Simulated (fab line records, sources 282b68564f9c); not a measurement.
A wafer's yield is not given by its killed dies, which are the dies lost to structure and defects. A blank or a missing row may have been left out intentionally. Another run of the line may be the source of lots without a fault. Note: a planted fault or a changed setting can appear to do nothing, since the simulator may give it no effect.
Code-filled problem report in 8D (eight disciplines) form || flow rit_cmos || the parts of the form that need people (team, actions taken, sign-off) are left out

== 1. THE ISSUE ==
A mean of 223.5 W is read at RIT_GATE_ETCH_19 for rf_fwd_power_W, taken on 1 wafer of 1 lot, against 159.5 W (standard deviation 0.56) on wafers free of any fault. So: +99 or more standard deviations from the usual mean.
The step: etches poly-Si in SF6/CHF3/O2, stops on SiO2, time 165 s, target depth 312.5 nm.
Earliest sighting: wafer L584.3 on rie_si-02 at day 4 14:53. At this step, 39 wafers from 13 lots have a number in the record. By rule, "out" or "out of limits" means more than 4 standard deviations away from the usual mean. Any other wafer with a number is counted as sound.

== 2. WHAT IT IS, WHAT IT ISN'T ==
{"question": "which readings at this step", "is": "rf_fwd_power_W", "is not": "CHF3_flow_sccm, chamber_pressure_mTorr, drypump_motor_current_A, oes_product_au, throttle_valve_pct"}
{"question": "which lots", "is": "L584", "is not": "L574, L575, L576, L577, L578, L579, L589, L591, L592, L595, L596, L597"}
{"question": "which wafers of those lots", "is": "L584.3", "is not": "L584.1, L584.2"}
{"question": "read on which tools", "is": "rie_si-02", "is not": "rie_si-01"}
{"question": "when", "is": "from day 4 14:53", "is not": "up to then (20 sound wafers); but 18 sound wafers of L589, L591, L592, L595, L596, L597 came after"}

== 3. THE SUSPECTS, EACH WITH WHAT RULES IT OUT ==
Counting: any tool at a process step up to the reading remains a suspect provided it ran every lot that is out. Sound lots after the first of them don't rule it out here, since some wafers of a struck lot are sound.
- rie_si-02 at RIT_GATE_ETCH_19 (etches poly-Si in SF6/CHF3/O2, stops on SiO2, time 165 s, target depth 312.5 nm): kept. L584, the lot that is out, went through it at day 4 14:53; up to then, the latest sound lot through it was L578 at day 3 12:01. On those wafers its own readings are out: rf_fwd_power_W.
- At RIT_GATE_ETCH_19, inside rie_si-02: chamber 3 took the wafers that are out, while their sound lot-mates went through chambers 0, 2.
The count leaves rie_si-02 at RIT_GATE_ETCH_19.

== 4. THE CAUSE (what the simulator had put in) ==
rie_si-02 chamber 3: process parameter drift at RIT_GATE_ETCH_19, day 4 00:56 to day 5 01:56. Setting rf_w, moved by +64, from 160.
After counting, this tool was the only one left.

== 5. SEQUENCE OF EFFECTS, ordered by route ==
One row per reading whose mean, taken over the struck wafers that have a number, lies over 3 standard deviations from the usual. Only readings whose record carries a usual standard deviation are examined. hours: median over the lots of the time between each lot's start at the first step of this table that gives one and its start at this step. sigmas: the change, counted in usual standard deviations.
{"hours": 0, "step": "RIT_GATE_ETCH_19", "reading": "rf_fwd_power_W", "usual": "159.5 W", "on struck wafers": 223.5, "change": "+64.0", "sigmas": "+99 or more"}
Its process steps:
- RIT_GATE_ETCH_19: etches poly-Si in SF6/CHF3/O2, stops on SiO2, time 165 s, target depth 312.5 nm.

== 6. WHAT WOULD HAVE CAUGHT IT SOONER ==
First out-of-limits reading in this record: day 4 14:53, which is 14 hours after fault onset at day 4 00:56.
